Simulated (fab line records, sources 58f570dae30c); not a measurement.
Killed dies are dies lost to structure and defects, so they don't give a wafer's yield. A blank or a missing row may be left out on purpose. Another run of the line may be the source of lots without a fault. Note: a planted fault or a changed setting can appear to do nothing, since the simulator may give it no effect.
What tool caused it? :: flow berkeleyCmos170 :: Sampling: 14 lots, 42 wafers, 6 of 331 route steps

== WHAT EACH GAUGE READ, for each wafer ==
UCB170_M1_OVL_MEAS_10. Usual: M1_OVL 1 nm, standard deviation 5.1.
lot: L736
measured: day 7 08:37
on: overlay-02
M1_OVL (nm): 2 -2 2
flag: 

lot: L735
measured: day 7 11:07
on: overlay-02
M1_OVL (nm): -6 1 -6
flag: 

lot: L737
measured: day 7 20:38
on: overlay-02
M1_OVL (nm): -5 -5 -12
flag: 

lot: L739
measured: day 8 06:03
on: overlay-02
M1_OVL (nm): -5 2 1
flag: 

lot: L740
measured: day 8 11:34
on: overlay-02
M1_OVL (nm): 5 4 4
flag: 

lot: L741
measured: day 9 00:41
on: overlay-02
M1_OVL (nm): -3 -6 -3
flag: 

lot: L742
measured: day 9 01:16
on: overlay-01
M1_OVL (nm): -1 -2 -8
flag: 

lot: L744
measured: day 9 03:19
on: overlay-01
M1_OVL (nm): 12 2 9
flag: 

lot: L749
measured: day 10 03:53
on: overlay-01
M1_OVL (nm): 1 5 -1
flag: 

lot: L753
measured: day 10 19:23
on: overlay-02
M1_OVL (nm): -7 -8 -12
flag: 

lot: L752
measured: day 10 19:56
on: overlay-02
M1_OVL (nm): -2 -2 4
flag: 

lot: L757
measured: day 11 11:59
on: overlay-01
M1_OVL (nm): 6 10 5
flag: 

lot: L755
measured: day 11 13:14
on: overlay-01
M1_OVL (nm): 6 6 5
flag: 

lot: L756
measured: day 11 14:47
on: overlay-02
M1_OVL (nm): 1 -1 -1
flag: 

UCB170_V1_CD_MEAS_12: the cd target is 700 nm. Usual: cdNm reads 700.2 nm (standard deviation 1.2).
lot: L736
measured: day 7 14:44
on: cdSem-01
cdNm (nm): 700.3 701.0 699.4
flag: 

lot: L735
measured: day 7 15:12
on: cdSem-01
cdNm (nm): 699.9 700.7 699.5
flag: 

lot: L737
measured: day 8 03:36
on: cdSem-01
cdNm (nm): 699.1 700.5 698.8
flag: 

lot: L739
measured: day 8 11:25
on: cdSem-02
cdNm (nm): 701.0 699.6 699.9
flag: 

lot: L740
measured: day 8 19:55
on: cdSem-01
cdNm (nm): 700.7 701.1 701.2
flag: 

lot: L741
measured: day 9 09:59
on: cdSem-01
cdNm (nm): 700.7 700.5 700.4
flag: 

lot: L742
measured: day 9 10:11
on: cdSem-02
cdNm (nm): 698.9 699.6 700.6
flag: 

lot: L744
measured: day 9 10:38
on: cdSem-02
cdNm (nm): 701.1 700.4 700.3
flag: 

lot: L749
measured: day 10 07:58
on: cdSem-01
cdNm (nm): 699.7 699.0 698.3
flag: 

lot: L753
measured: day 11 00:40
on: cdSem-01
cdNm (nm): 700.3 700.9 699.8
flag: 

lot: L752
measured: day 11 00:15
on: cdSem-02
cdNm (nm): 700.0 699.7 700.3
flag: 

lot: L757
measured: day 11 19:56
on: cdSem-01
cdNm (nm): 698.9 700.4 699.4
flag: 

lot: L755
measured: day 11 19:40
on: cdSem-01
cdNm (nm): 697.7 698.0 697.3
flag: 

lot: L756
measured: day 11 19:31
on: cdSem-01
cdNm (nm): 701.5 701.5 701.4
flag: 

UCB170_V1_CD_MEAS_90: the cd target is 700 nm. Usual: cdNm reads 699.9 nm (standard deviation 1.3).
lot: L736
measured: day 7 15:11
on: cdSem-02
cdNm (nm): 699.9 700.9 699.2
flag: 

lot: L735
measured: day 7 15:38
on: cdSem-01
cdNm (nm): 699.0 701.0 698.2
flag: 

lot: L737
measured: day 8 04:02
on: cdSem-02
cdNm (nm): 699.7 699.8 699.1
flag: 

lot: L739
measured: day 8 11:52
on: cdSem-01
cdNm (nm): 700.8 698.1 697.9
flag: 

lot: L740
measured: day 8 20:22
on: cdSem-02
cdNm (nm): 701.3 700.8 701.2
flag: 

lot: L741
measured: day 9 10:26
on: cdSem-02
cdNm (nm): 700.3 700.9 699.0
flag: 

lot: L742
measured: day 9 10:37
on: cdSem-01
cdNm (nm): 698.9 700.2 700.4
flag: 

lot: L744
measured: day 9 11:05
on: cdSem-01
cdNm (nm): 702.1 698.9 700.2
flag: 

lot: L749
measured: day 10 08:24
on: cdSem-02
cdNm (nm): 699.6 697.9 698.2
flag: 

lot: L753
measured: day 11 01:08
on: cdSem-01
cdNm (nm): 699.7 701.1 699.2
flag: 

lot: L752
measured: day 11 00:41
on: cdSem-02
cdNm (nm): 700.1 698.3 699.5
flag: 

lot: L757
measured: day 11 20:22
on: cdSem-01
cdNm (nm): 698.0 701.0 699.4
flag: 

lot: L755
measured: day 11 20:06
on: cdSem-01
cdNm (nm): 697.3 698.6 697.4
flag: 

lot: L756
measured: day 11 19:57
on: cdSem-02
cdNm (nm): 701.7 701.9 700.6
flag: 

UCB170_M2_RS_MEAS_02: uses a four-point probe to measure. Usual: M2_AL_RS 0.0321 ohm/sq, standard deviation 0.00032.
lot: L736
measured: day 7 15:27
on: filmMetro-03
M2_AL_RS (ohm/sq): 0.0328 0.0324 0.0326
flag: 

lot: L735
measured: day 7 15:54
on: filmMetro-01
M2_AL_RS (ohm/sq): 0.0320 0.0319 0.0321
flag: 

lot: L737
measured: day 8 04:19
on: filmMetro-03
M2_AL_RS (ohm/sq): 0.0318 0.0314 0.0317
flag: 

lot: L739
measured: day 8 12:08
on: filmMetro-03
M2_AL_RS (ohm/sq): 0.0323 0.0322 0.0320
flag: 

lot: L740
measured: day 8 20:38
on: filmMetro-04
M2_AL_RS (ohm/sq): 0.0319 0.0316 0.0321
flag: 

lot: L741
measured: day 9 10:42
on: filmMetro-01
M2_AL_RS (ohm/sq): 0.0324 0.0322 0.0319
flag: 

lot: L742
measured: day 9 10:53
on: filmMetro-03
M2_AL_RS (ohm/sq): 0.0323 0.0319 0.0324
flag: 

lot: L744
measured: day 9 11:21
on: filmMetro-01
M2_AL_RS (ohm/sq): 0.0323 0.0327 0.0704
flag: OFF

lot: L749
measured: day 10 08:46
on: filmMetro-04
M2_AL_RS (ohm/sq): 0.0683 0.0322 0.0321
flag: OFF

lot: L753
measured: day 11 01:24
on: filmMetro-01
M2_AL_RS (ohm/sq): 0.0323 0.0318 0.0325
flag: 

lot: L752
measured: day 11 00:57
on: filmMetro-04
M2_AL_RS (ohm/sq): 0.0322 0.0322 0.0320
flag: 

lot: L757
measured: day 11 20:38
on: filmMetro-03
M2_AL_RS (ohm/sq): 0.0318 0.0327 0.0323
flag: 

lot: L755
measured: day 11 20:22
on: filmMetro-03
M2_AL_RS (ohm/sq): 0.0321 0.0322 0.0323
flag: 

lot: L756
measured: day 11 20:16
on: filmMetro-01
M2_AL_RS (ohm/sq): 0.0314 0.0312 0.0315
flag: 

UCB170_M2_THK_MEAS_03: measures by xrf. Usual: M2_AL_THK 898 nm, standard deviation 10.
lot: L736
measured: day 7 15:34
on: filmMetro-03
M2_AL_THK (nm): 876 888 881
flag: 

lot: L735
measured: day 7 16:01
on: filmMetro-01
M2_AL_THK (nm): 904 910 902
flag: 

lot: L737
measured: day 8 04:25
on: filmMetro-03
M2_AL_THK (nm): 904 913 899
flag: 

lot: L739
measured: day 8 12:14
on: filmMetro-03
M2_AL_THK (nm): 889 888 891
flag: 

lot: L740
measured: day 8 20:45
on: filmMetro-04
M2_AL_THK (nm): 909 911 895
flag: 

lot: L741
measured: day 9 10:49
on: filmMetro-01
M2_AL_THK (nm): 889 897 901
flag: 

lot: L742
measured: day 9 10:59
on: filmMetro-03
M2_AL_THK (nm): 888 900 885
flag: 

lot: L744
measured: day 9 11:28
on: filmMetro-01
M2_AL_THK (nm): 891 881 414
flag: OFF

lot: L749
measured: day 10 08:53
on: filmMetro-04
M2_AL_THK (nm): 429 897 901
flag: OFF

lot: L753
measured: day 11 01:31
on: filmMetro-01
M2_AL_THK (nm): 885 905 885
flag: 

lot: L752
measured: day 11 01:04
on: filmMetro-04
M2_AL_THK (nm): 900 902 900
flag: 

lot: L757
measured: day 11 20:45
on: filmMetro-03
M2_AL_THK (nm): 906 883 893
flag: 

lot: L755
measured: day 11 20:29
on: filmMetro-03
M2_AL_THK (nm): 893 889 892
flag: 

lot: L756
measured: day 11 20:23
on: filmMetro-01
M2_AL_THK (nm): 914 919 910
flag: 

== EACH LOT AND THE TOOL THAT RAN IT (in order: tool; ch and the chambers of the sampled wafers; start) ==
lot: L736
UCB170_M2_SPUTTER_01: pvdSputter-02, day 7 15:22

lot: L735
UCB170_M2_SPUTTER_01: pvdSputter-04, day 7 15:49

lot: L737
UCB170_M2_SPUTTER_01: pvdSputter-01, day 8 04:12

lot: L739
UCB170_M2_SPUTTER_01: pvdSputter-02, day 8 12:00

lot: L740
UCB170_M2_SPUTTER_01: pvdSputter-04, day 8 20:32

lot: L741
UCB170_M2_SPUTTER_01: pvdSputter-04, day 9 10:37

lot: L742
UCB170_M2_SPUTTER_01: pvdSputter-02, day 9 10:47

lot: L744
UCB170_M2_SPUTTER_01: pvdSputter-04, day 9 11:16

lot: L749
UCB170_M2_SPUTTER_01: pvdSputter-04, day 10 08:35

lot: L753
UCB170_M2_SPUTTER_01: pvdSputter-01, day 11 01:19

lot: L752
UCB170_M2_SPUTTER_01: pvdSputter-02, day 11 00:51

lot: L757
UCB170_M2_SPUTTER_01: pvdSputter-01, day 11 20:33

lot: L755
UCB170_M2_SPUTTER_01: pvdSputter-02, day 11 20:17

lot: L756
UCB170_M2_SPUTTER_01: pvdSputter-01, day 11 20:08
- UCB170_M2_SPUTTER_01: material Al, target thk 900 nm, time 120 s.

== WHAT THE TOOLS THEMSELVES READ (means of the sampled wafers that have a number; where no wafer has one, the mark that the record gives instead) ==
UCB170_M2_SPUTTER_01. Usual: throttleValvePct reads 29.9 % (standard deviation 1.1).
lot: L736
tool: pvdSputter-02
throttleValvePct (%): 31.3
flag: 

lot: L735
tool: pvdSputter-04
throttleValvePct (%): 29.5
flag: 

lot: L737
tool: pvdSputter-01
throttleValvePct (%): 29.2
flag: 

lot: L739
tool: pvdSputter-02
throttleValvePct (%): 30.5
flag: 

lot: L740
tool: pvdSputter-04
throttleValvePct (%): 28.9
flag: 

lot: L741
tool: pvdSputter-04
throttleValvePct (%): 29.3
flag: 

lot: L742
tool: pvdSputter-02
throttleValvePct (%): 31.3
flag: 

lot: L744
tool: pvdSputter-04
throttleValvePct (%): 29.4
flag: 

lot: L749
tool: pvdSputter-04
throttleValvePct (%): 28.9
flag: 

lot: L753
tool: pvdSputter-01
throttleValvePct (%): 30.4
flag: 

lot: L752
tool: pvdSputter-02
throttleValvePct (%): 30.9
flag: 

lot: L757
tool: pvdSputter-01
throttleValvePct (%): 31.1
flag: 

lot: L755
tool: pvdSputter-02
throttleValvePct (%): 30.5
flag: 

lot: L756
tool: pvdSputter-01
throttleValvePct (%): 30.4
flag: 

== THE ANSWER, worked out from the rows above alone ==
Rule: a lot counts as off when the mean over its wafers that have a number is more than 3 standard deviations away from the usual mean. Also off: a lot with no number at a reading for which 4 or more lots have one. All remaining lots with rows at the step are treated as sound. After the gauges, taken in route order, come the tools' own readings; for these a lot's mean is taken, as printed above. The first step at which some lot is off is used, and at that step the reading that is off furthest; a lot without a number counts as furthest.
Off: L744, L749, seen at UCB170_M2_RS_MEAS_02 (M2_AL_RS).
If a tool, at a process step before that reading, ran all the lots that are off and no sound lot after the first of them, it fits. The gauges at UCB170_M2_RS_MEAS_02 are tried like those tools. One fits: UCB170_M2_SPUTTER_01 on pvdSputter-04. A fault onset in the window from L741 (day 9 10:37, its last sound lot) to L744 (day 9 11:16, its first lot off) fits.

== WHAT HAD BEEN PUT IN BY THE SIMULATOR ==
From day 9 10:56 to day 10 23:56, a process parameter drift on pvdSputter-04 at UCB170_M2_SPUTTER_01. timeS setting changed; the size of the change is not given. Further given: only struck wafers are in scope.
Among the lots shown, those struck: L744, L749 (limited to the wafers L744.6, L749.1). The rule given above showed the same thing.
